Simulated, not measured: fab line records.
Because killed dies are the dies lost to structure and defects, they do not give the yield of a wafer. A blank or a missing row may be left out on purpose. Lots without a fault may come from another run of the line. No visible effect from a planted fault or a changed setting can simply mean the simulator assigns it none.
The tool behind it: which one? || flow rit cmos || 14 lots with 42 wafers sampled at 2 steps, on a route of 202 steps

## WHAT THE GAUGES SHOWED, per wafer
RIT_WELLDRIVE_RS_MEAS_01: measurement is done with a four-point probe. Usual: NWELL_RS 275.7 ohm/sq, standard deviation 0.8.
{"lot": "L571", "measured": "day 2 05:13", "on": "film metro-03", "NWELL_RS (ohm/sq)": "275.9 275.4 275.0", "flag": ""}
{"lot": "L573", "measured": "day 2 15:52", "on": "film metro-03", "NWELL_RS (ohm/sq)": "274.4 275.3 274.7", "flag": ""}
{"lot": "L574", "measured": "day 2 19:28", "on": "film metro-02", "NWELL_RS (ohm/sq)": "276.0 275.8 275.5", "flag": ""}
{"lot": "L575", "measured": "day 3 01:55", "on": "film metro-03", "NWELL_RS (ohm/sq)": "275.9 275.7 276.3", "flag": ""}
{"lot": "L576", "measured": "day 3 06:06", "on": "film metro-03", "NWELL_RS (ohm/sq)": "275.3 275.6 275.2", "flag": ""}
{"lot": "L577", "measured": "day 3 11:57", "on": "film metro-03", "NWELL_RS (ohm/sq)": "276.5 275.8 274.9", "flag": ""}
{"lot": "L579", "measured": "day 3 19:49", "on": "film metro-03", "NWELL_RS (ohm/sq)": "275.1 275.1 275.8", "flag": ""}
{"lot": "L580", "measured": "day 4 02:22", "on": "film metro-03", "NWELL_RS (ohm/sq)": "274.6 275.5 275.3", "flag": ""}
{"lot": "L581", "measured": "day 4 07:59", "on": "film metro-03", "NWELL_RS (ohm/sq)": "275.5 275.7 275.9", "flag": ""}
{"lot": "L582", "measured": "day 4 13:38", "on": "film metro-03", "NWELL_RS (ohm/sq)": "274.6 275.4 275.8", "flag": ""}
{"lot": "L585", "measured": "day 5 03:16", "on": "film metro-03", "NWELL_RS (ohm/sq)": "275.4 275.4 275.5", "flag": ""}
{"lot": "L586", "measured": "day 5 07:51", "on": "film metro-04", "NWELL_RS (ohm/sq)": "266.8 266.8 267.7", "flag": "OFF"}
{"lot": "L588", "measured": "day 5 19:03", "on": "film metro-02", "NWELL_RS (ohm/sq)": "274.7 274.4 274.0", "flag": ""}
{"lot": "L589", "measured": "day 6 00:41", "on": "film metro-02", "NWELL_RS (ohm/sq)": "265.8 267.0 266.9", "flag": "OFF"}

## TOOL THAT RAN EACH LOT (tool first, then ch and the chambers of the sampled wafers, then the start)
{"lot": "L571", "RIT_NWELL_IMPLANT_08": "implanter-01 ch 0, day 1 21:30"}
{"lot": "L573", "RIT_NWELL_IMPLANT_08": "implanter-03 ch 0, day 2 08:46"}
{"lot": "L574", "RIT_NWELL_IMPLANT_08": "implanter-03 ch 0, day 2 11:55"}
{"lot": "L575", "RIT_NWELL_IMPLANT_08": "implanter-01 ch 0, day 2 18:24"}
{"lot": "L576", "RIT_NWELL_IMPLANT_08": "implanter-01 ch 0, day 2 23:05"}
{"lot": "L577", "RIT_NWELL_IMPLANT_08": "implanter-02 ch 0, day 3 03:50"}
{"lot": "L579", "RIT_NWELL_IMPLANT_08": "implanter-03 ch 0, day 3 12:35"}
{"lot": "L580", "RIT_NWELL_IMPLANT_08": "implanter-02 ch 0, day 3 19:13"}
{"lot": "L581", "RIT_NWELL_IMPLANT_08": "implanter-03 ch 0, day 4 00:31"}
{"lot": "L582", "RIT_NWELL_IMPLANT_08": "implanter-01 ch 0, day 4 06:29"}
{"lot": "L585", "RIT_NWELL_IMPLANT_08": "implanter-03 ch 0, day 4 19:54"}
{"lot": "L586", "RIT_NWELL_IMPLANT_08": "implanter-03 ch 0, day 5 00:41"}
{"lot": "L588", "RIT_NWELL_IMPLANT_08": "implanter-02 ch 0, day 5 11:36"}
{"lot": "L589", "RIT_NWELL_IMPLANT_08": "implanter-03 ch 0, day 5 17:40"}
- RIT_NWELL_IMPLANT_08

## AS READ BY THE TOOLS THEMSELVES (means over the sampled wafers that have a number; for cases with no such wafer, the mark the record gives instead)
RIT_NWELL_IMPLANT_08. Usual: dose ions cm2 5.001e+13, standard deviation 5.5e+10; faraday current uA 159, standard deviation 3.2.
{"lot": "L571", "tool": "implanter-01", "dose ions cm2": 4.999e+13, "faraday current uA": 158, "flag": ""}
{"lot": "L573", "tool": "implanter-03", "dose ions cm2": 5.003e+13, "faraday current uA": 157, "flag": ""}
{"lot": "L574", "tool": "implanter-03", "dose ions cm2": 4.998e+13, "faraday current uA": 158, "flag": ""}
{"lot": "L575", "tool": "implanter-01", "dose ions cm2": 5.011e+13, "faraday current uA": 161, "flag": ""}
{"lot": "L576", "tool": "implanter-01", "dose ions cm2": 4.999e+13, "faraday current uA": 162, "flag": ""}
{"lot": "L577", "tool": "implanter-02", "dose ions cm2": 4.999e+13, "faraday current uA": 158, "flag": ""}
{"lot": "L579", "tool": "implanter-03", "dose ions cm2": 5.008e+13, "faraday current uA": 156, "flag": ""}
{"lot": "L580", "tool": "implanter-02", "dose ions cm2": 5.008e+13, "faraday current uA": 158, "flag": ""}
{"lot": "L581", "tool": "implanter-03", "dose ions cm2": 4.997e+13, "faraday current uA": 157, "flag": ""}
{"lot": "L582", "tool": "implanter-01", "dose ions cm2": 4.998e+13, "faraday current uA": 158, "flag": ""}
{"lot": "L585", "tool": "implanter-03", "dose ions cm2": 5.001e+13, "faraday current uA": 160, "flag": ""}
{"lot": "L586", "tool": "implanter-03", "dose ions cm2": 5.287e+13, "faraday current uA": 169, "flag": "OFF"}
{"lot": "L588", "tool": "implanter-02", "dose ions cm2": 4.999e+13, "faraday current uA": 158, "flag": ""}
{"lot": "L589", "tool": "implanter-03", "dose ions cm2": 5.285e+13, "faraday current uA": 169, "flag": "OFF"}

## THE ANSWER, worked out from the rows above alone
Rule: lot off if the mean of its wafers having a number is beyond 3 standard deviations from the usual mean. Also off: a lot with no number at a reading for which 4 or more lots have one. The other lots that the step has rows for count as sound. After the gauges, taken in route order, come the tools' own readings; for these a lot's mean is taken, as printed above. The first step at which some lot is off is used, and at that step the reading that is off furthest; a lot without a number counts as furthest.
Off: at RIT_WELLDRIVE_RS_MEAS_01 (NWELL_RS), L586, L589.
If a tool, at a process step before that reading, ran all the lots that are off and no sound lot after the first of them, it fits. Not tried: the gauges at RIT_WELLDRIVE_RS_MEAS_01; whatever is off there is also off at RIT_NWELL_IMPLANT_08, on other tools, and gauge error can't account for it. One fits: RIT_NWELL_IMPLANT_08 on implanter-03. Its last sound lot is L585 (day 4 19:54), its first lot that is off L586 (day 5 00:41): a fault that began between those two fits.
The tool's own readings at RIT_NWELL_IMPLANT_08 bear it out: on the lots that are off they differ by more than 5 times the standard deviation of the sound lots' means. dose ions cm2 reads 5.286e+13 there against 5.002e+13 on the sound lots; faraday current uA reads 169 there against 158 on the sound lots.

## WHAT THE SIMULATOR HAD PUT IN
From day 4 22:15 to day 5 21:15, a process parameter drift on implanter-03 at RIT_NWELL_IMPLANT_08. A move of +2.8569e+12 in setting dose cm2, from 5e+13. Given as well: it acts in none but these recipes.
Shown lots that were struck: L586, L589. This agrees with what the rule above found.
